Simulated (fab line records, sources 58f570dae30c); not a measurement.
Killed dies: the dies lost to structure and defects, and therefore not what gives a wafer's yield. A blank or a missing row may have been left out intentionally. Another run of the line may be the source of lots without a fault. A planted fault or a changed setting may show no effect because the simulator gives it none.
Which of the tools did it? ; flow berkeley cmos170 ; 37 wafers from 13 lots sampled at 4 of the route's 331 steps

## WHAT EACH GAUGE READ, for each wafer
UCB170_SDANNEAL_RS_MEAS_05: measures by four-point-probe.
lot;measured;on;NLDD_RS (ohm/sq)
L522;day 7 17:59;film metro-04;616.6 617.3 617.5
L524;day 8 03:44;film metro-02;614.8 617.1 616.1
L528;day 9 14:59;film metro-04;618.4 616.7 618.3
L529;day 9 15:34;film metro-03;617.2 616.8 616.8
L530;day 9 16:01;film metro-04;618.2 618.6 618.3
L532;day 10 05:35;film metro-04;617.9 616.8 616.6
L534;day 10 05:58;film metro-03;618.2 618.1 618.7
L533;day 10 06:21;film metro-02;618.2 617.9 616.2
L535;day 10 18:19;film metro-03;618.7 617.9 618.5
L537;day 10 18:43;film metro-04;616.8 616.7 617.3
L539;day 11 16:59;film metro-03;618.1 618.2 618.1
L541;day 12 00:26;film metro-02;616.4
L544;day 13 00:55;film metro-03;617.2 618.1 616.9

UCB170_M3_OVL_MEAS_16.
lot;measured;on;M3_OVL (nm)
L522;day 8 15:24;overlay-02;5 10 4
L524;day 9 05:20;overlay-01;-6 0 -7
L528;day 10 11:31;overlay-02;6 2 4
L529;day 10 16:14;overlay-02;-3 -1 0
L530;day 10 17:15;overlay-02;-9 -15 -12
L532;day 11 02:27;overlay-02;-7 -3 -2
L534;day 11 00:43;overlay-02;1 -8 2
L533;day 11 04:07;overlay-02;-4 0 0
L535;day 11 16:19;overlay-02;11 10 -2
L537;day 11 14:04;overlay-01;-8 -6 -13
L539;day 12 15:55;overlay-02;-3 -10 2
L541;day 12 21:14;overlay-02;1
L544;day 14 01:46;overlay-02;0 -7 -7

## EACH LOT AND THE TOOL THAT RAN IT (in order: tool; ch and the chambers of the sampled wafers; start)
lot;UCB170_M2_STRIP_19;UCB170_V2_CMP_02
L522;plasma asher-04 ch 0,1, day 8 10:18;cmp-02 ch 0,1,3, day 8 10:47
L524;plasma asher-03 ch 0,1, day 9 00:02;cmp-02 ch 1,3, day 9 00:32
L528;plasma asher-01 ch 0,1, day 10 05:00;cmp-02 ch 1,2, day 10 05:29
L529;plasma asher-04 ch 0,1, day 10 10:41;cmp-02 ch 0,1, day 10 11:07
L530;plasma asher-04 ch 0,1, day 10 11:26;cmp-01 ch 2,3, day 10 11:50
L532;plasma asher-01 ch 0, day 10 21:05;cmp-02 ch 2,3, day 10 21:31
L534;plasma asher-04 ch 0,1, day 10 19:54;cmp-01 ch 0,1,2, day 10 20:23
L533;plasma asher-04 ch 0,1, day 10 22:50;cmp-01 ch 1,2,3, day 10 23:16
L535;plasma asher-01 ch 0,1, day 11 10:48;cmp-01 ch 1,2, day 11 11:17
L537;plasma asher-01 ch 0,1, day 11 08:16;cmp-01 ch 0,1,2, day 11 08:43
L539;plasma asher-01 ch 0,1, day 12 09:10;cmp-01 ch 0,3, day 12 09:34
L541;plasma asher-01 ch 1, day 12 15:07;cmp-01 ch 0, day 12 15:44
L544;plasma asher-01 ch 0,1, day 13 19:40;cmp-02 ch 0,1,3, day 13 20:05
- UCB170_M2_STRIP_19: strips in O2.
- UCB170_V2_CMP_02: polishes SiO2.

## WHAT THE TOOLS THEMSELVES READ (means of the sampled wafers that have a number; where no wafer has one, the mark that the record gives instead)
UCB170_M2_STRIP_19.
lot;tool;drypump motor current A (A);oes product au (a.u.)
L522;plasma asher-04;5.58;0.580
L524;plasma asher-03;5.45;0.558
L528;plasma asher-01;5.43;0.565
L529;plasma asher-04;5.56;0.580
L530;plasma asher-04;5.72;0.571
L532;plasma asher-01;5.39;0.562
L534;plasma asher-04;5.72;0.590
L533;plasma asher-04;5.59;0.567
L535;plasma asher-01;5.42;0.559
L537;plasma asher-01;5.41;0.571
L539;plasma asher-01;5.41;0.553
L541;plasma asher-01;5.45;0.560
L544;plasma asher-01;5.42;0.545

UCB170_V2_CMP_02.
lot;tool;motor current A (A)
L522;cmp-02;17.0
L524;cmp-02;16.9
L528;cmp-02;17.6
L529;cmp-02;17.9
L530;cmp-01;15.3
L532;cmp-02;17.1
L534;cmp-01;16.7
L533;cmp-01;16.2
L535;cmp-01;17.2
L537;cmp-01;17.2
L539;cmp-01;16.1
L541;cmp-01;17.8
L544;cmp-02;16.9

## THE ANSWER, worked out from the rows above alone
Rule: the lots themselves supply what counts as usual. The widest of any qualifying gaps counts: lots, ordered by their means at a reading, are off when they make up no more than a third of the lots, leave a main group of 4 or more, and stand apart from it by 3 or more times the standard deviation of that group's means. Not used: any main group whose means are identical at the precision the tables above print for the reading. Also off: a lot with no number at a reading for which 4 or more lots have one. Any other lot the step has rows for is counted as sound. After the gauges, taken in route order, come the tools' own readings; for these a lot's mean is taken, as printed above. At the first step where some lot is off, the reading lying furthest off is the one used; lots without a number count as furthest.
No lot is off on any of the readings shown, so nothing can be concluded from this.

## WHAT THE SIMULATOR HAD PUT IN
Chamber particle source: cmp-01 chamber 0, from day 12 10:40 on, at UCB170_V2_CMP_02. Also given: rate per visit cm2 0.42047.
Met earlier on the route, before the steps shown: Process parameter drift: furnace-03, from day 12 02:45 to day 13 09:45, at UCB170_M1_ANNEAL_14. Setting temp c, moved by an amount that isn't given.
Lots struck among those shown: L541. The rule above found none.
